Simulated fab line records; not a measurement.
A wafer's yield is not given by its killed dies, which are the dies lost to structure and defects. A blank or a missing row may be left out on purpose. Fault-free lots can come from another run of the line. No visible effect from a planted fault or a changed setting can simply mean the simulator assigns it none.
Commonality check across tools + flow rit-cmos + Sample size 14 lots and 48 wafers

WHAT PROMPTED THE OPENING
2 of 14 lots carry a flag on the reading NRETRO_TW at RIT_NRETRO_TW_MEAS_10. No-fault wafers: 1053, standard deviation 6.7.
Rule: a lot is flagged when every wafer of it that has a number lies more than 4 standard deviations from that mean, or none has a number. All remaining lots are regarded as sound.

| lot  | measured    | on            | NRETRO_TW, wafer by wafer | flag    |
|------|-------------|---------------|---------------------------|---------|
| L788 | day 2 11:37 | film-metro-01 | 1040 1039 1048            |         |
| L789 | day 2 16:58 | film-metro-01 | 1047 1045 1051            |         |
| L790 | day 2 22:28 | film-metro-03 | 1051 1048 1046            |         |
| L791 | day 3 01:29 | film-metro-01 | 1044 1045 1046            |         |
| L792 | day 3 06:35 | film-metro-03 | 1051 1051 1051            |         |
| L793 | day 3 10:56 | film-metro-02 | 1060 1062 1068            |         |
| L794 | day 3 16:25 | film-metro-02 | 1065 1067 1066            |         |
| L796 | day 4 00:01 | film-metro-02 | 1054 1064 1059            |         |
| L797 | day 4 07:47 | film-metro-03 | 1047 1048 1053            |         |
| L802 | day 5 06:02 | film-metro-01 | 926 923 927 925 923 923   | FLAGGED |
| L804 | day 5 14:56 | film-metro-03 | 920 921 924 922 923 923   | FLAGGED |
| L806 | day 6 06:04 | film-metro-01 | 1054 1060 1051            |         |
| L808 | day 6 12:53 | film-metro-01 | 1054 1056 1052            |         |
| L809 | day 6 16:49 | film-metro-01 | 1058 1051 1055            |         |
On average the flagged lots' numbers are 923, which is -130 against the usual, or -19 standard deviations.

EACH LOT AND THE TOOL IT RAN ON
The record holds 1 process step before the reading, out of a route of 202 steps. Every cell lists first the tool, next ch and the chambers used by the sampled wafers, and last the start.
| lot  | flag    | RIT_NRETRO_IMPLANT_08          |
|------|---------|--------------------------------|
| L788 |         | implanter-03 ch 0, day 2 11:20 |
| L789 |         | implanter-03 ch 0, day 2 16:38 |
| L790 |         | implanter-03 ch 0, day 2 22:09 |
| L791 |         | implanter-01 ch 0, day 3 01:10 |
| L792 |         | implanter-01 ch 0, day 3 06:16 |
| L793 |         | implanter-03 ch 0, day 3 10:39 |
| L794 |         | implanter-03 ch 0, day 3 16:05 |
| L796 |         | implanter-01 ch 0, day 3 23:43 |
| L797 |         | implanter-03 ch 0, day 4 07:28 |
| L802 | FLAGGED | implanter-03 ch 0, day 5 05:43 |
| L804 | FLAGGED | implanter-03 ch 0, day 5 14:37 |
| L806 |         | implanter-01 ch 0, day 6 05:46 |
| L808 |         | implanter-01 ch 0, day 6 12:34 |
| L809 |         | implanter-04 ch 0, day 6 16:29 |
What is done by these steps:
- RIT_NRETRO_IMPLANT_08
- RIT_NRETRO_TW_MEAS_10

FLAGGED OVER TOTAL, TOOL BY TOOL (the gauges that took the reading come last)
| step                  | tool          | lots run | flagged | share of the flagged lots | sound lots run after its first flagged lot |
|-----------------------|---------------|----------|---------|---------------------------|--------------------------------------------|
| RIT_NRETRO_IMPLANT_08 | implanter-01  | 5        | 0       | none                      | -                                          |
| RIT_NRETRO_IMPLANT_08 | implanter-03  | 8        | 2       | all                       | 0                                          |
| RIT_NRETRO_IMPLANT_08 | implanter-04  | 1        | 0       | none                      | -                                          |
| RIT_NRETRO_TW_MEAS_10 | film-metro-01 | 7        | 1       | some                      | 3 (L806,L808,L809)                         |
| RIT_NRETRO_TW_MEAS_10 | film-metro-02 | 3        | 0       | none                      | -                                          |
| RIT_NRETRO_TW_MEAS_10 | film-metro-03 | 4        | 1       | some                      | 0                                          |

WHAT THE TABLE PERMITS
In the table, 1 row covers all flagged lots: implanter-03 at RIT_NRETRO_IMPLANT_08.
- implanter-03 at RIT_NRETRO_IMPLANT_08: 2 of its 8 lots flagged. Its last sound lot is L797 (day 4 07:28), its first flagged lot L802 (day 5 05:43): a fault that began between those two fits. Its own readings (dose-ions-cm2, faraday-current-uA) fall more than 4 standard deviations out on all wafers of the flagged lots.
One tool is left: implanter-03 at RIT_NRETRO_IMPLANT_08.

WHAT THE SIMULATOR HAD PUT IN
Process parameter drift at RIT_NRETRO_IMPLANT_08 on implanter-03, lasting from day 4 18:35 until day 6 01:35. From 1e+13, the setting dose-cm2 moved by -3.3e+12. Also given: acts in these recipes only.
Lots struck among those shown: L802, L804. The same result came from the rule above.
